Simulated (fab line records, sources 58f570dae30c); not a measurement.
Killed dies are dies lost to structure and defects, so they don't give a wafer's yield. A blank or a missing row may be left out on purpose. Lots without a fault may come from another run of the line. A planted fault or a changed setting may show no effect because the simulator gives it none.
Problem report in the 8D (eight disciplines) form, filled by code | flow berkeley_cmos170 | the parts of the form that need people (team, actions taken, sign-off) are left out

1. THE PROBLEM
NWELL_TW at UCB170_NWELL_TW_MEAS_16 reads a mean of 1215 on 6 wafers of 2 lots; wafers without a fault read 1250 with a standard deviation of 6. That is -5.8 standard deviations from the usual mean.
First seen on wafer L825.2, day 6 08:14, on film_metro-03. The record holds 42 wafers of 14 lots with a number at this step. Rule for "out", or "out of limits": more than 4 standard deviations from the usual mean. The other wafers with a number count as sound.

2. WHAT IT IS AND WHAT IT IS NOT
question                    | is                     | is not
which readings at this step | NWELL_TW               | -
which lots                  | L825, L826             | L807, L808, L810, L813, L814, L816, L817, L818, L819, L822, L829, L830
which wafers of those lots  | all that have a number | -
read on which gauges        | film_metro-03          | film_metro-01, film_metro-02
when                        | from day 6 08:14       | up to then (30 sound wafers); but 6 sound wafers of L829, L830 came after

3. SUSPECTS, AND WHAT RULES EACH OUT
Counting: a tool at a process step up to the reading stays a suspect if it ran every lot that is out and no sound lot after the first of them.
- the gauge at UCB170_NWELL_TW_MEAS_16: ruled out. All the wafers that are out were read on film_metro-03, but those of them that UCB170_NWELL_IMPLANT_14 has rows for are out there too, on other tools.
- implanter-03 at UCB170_NWELL_IMPLANT_14: kept. It ran every lot that is out, first L825 (day 6 07:59), and no sound lot after that; its last sound lot up to then is L822 (day 6 00:27). Its own readings are out on those wafers: dose_ions_cm2.
Left after counting: implanter-03 at UCB170_NWELL_IMPLANT_14.

4. THE CAUSE (what the simulator had put in)
Process parameter drift: implanter-03, from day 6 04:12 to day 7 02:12, at UCB170_NWELL_IMPLANT_14. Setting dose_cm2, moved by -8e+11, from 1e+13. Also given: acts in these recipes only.
Counting left only this tool.

5. THE CHAIN OF EFFECTS, in route order
Each row: a reading whose mean over the struck wafers that have a number lies more than 3 standard deviations from the usual. Only readings for which the record gives a usual standard deviation are gone through. hours: the time from each lot's start at the first step in this table that gives one to its start at this step, as a median over the lots. sigmas: the change in usual standard deviations.
hours | step                    | reading            | usual     | on struck wafers | change     | sigmas
0     | UCB170_NWELL_IMPLANT_14 | dose_ions_cm2      | 9.999e+12 | 9.196e+12        | -8.027e+11 | -73
0     | UCB170_NWELL_IMPLANT_14 | faraday_current_uA | 31.7      | 29.2             | -2.5       | -4.1
0     | UCB170_NWELL_TW_MEAS_16 | NWELL_TW           | 1250      | 1215             | -35        | -5.8
The process steps in it:
- UCB170_NWELL_IMPLANT_14

6. WHAT WOULD HAVE CAUGHT IT SOONER
In this record the first reading out of limits at a measuring or inspecting step was taken at day 6 08:14, 4 hours after the fault began at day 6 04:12.
The tool's own readings at UCB170_NWELL_IMPLANT_14 were out on every struck wafer that the step has a row for (dose_ions_cm2): an alarm limit on them would have fired on the first of those.
Of the lots that are out (2), L826 began UCB170_NWELL_IMPLANT_14 on implanter-03 after day 6 08:14. A hold on the tool at that time would have spared it.
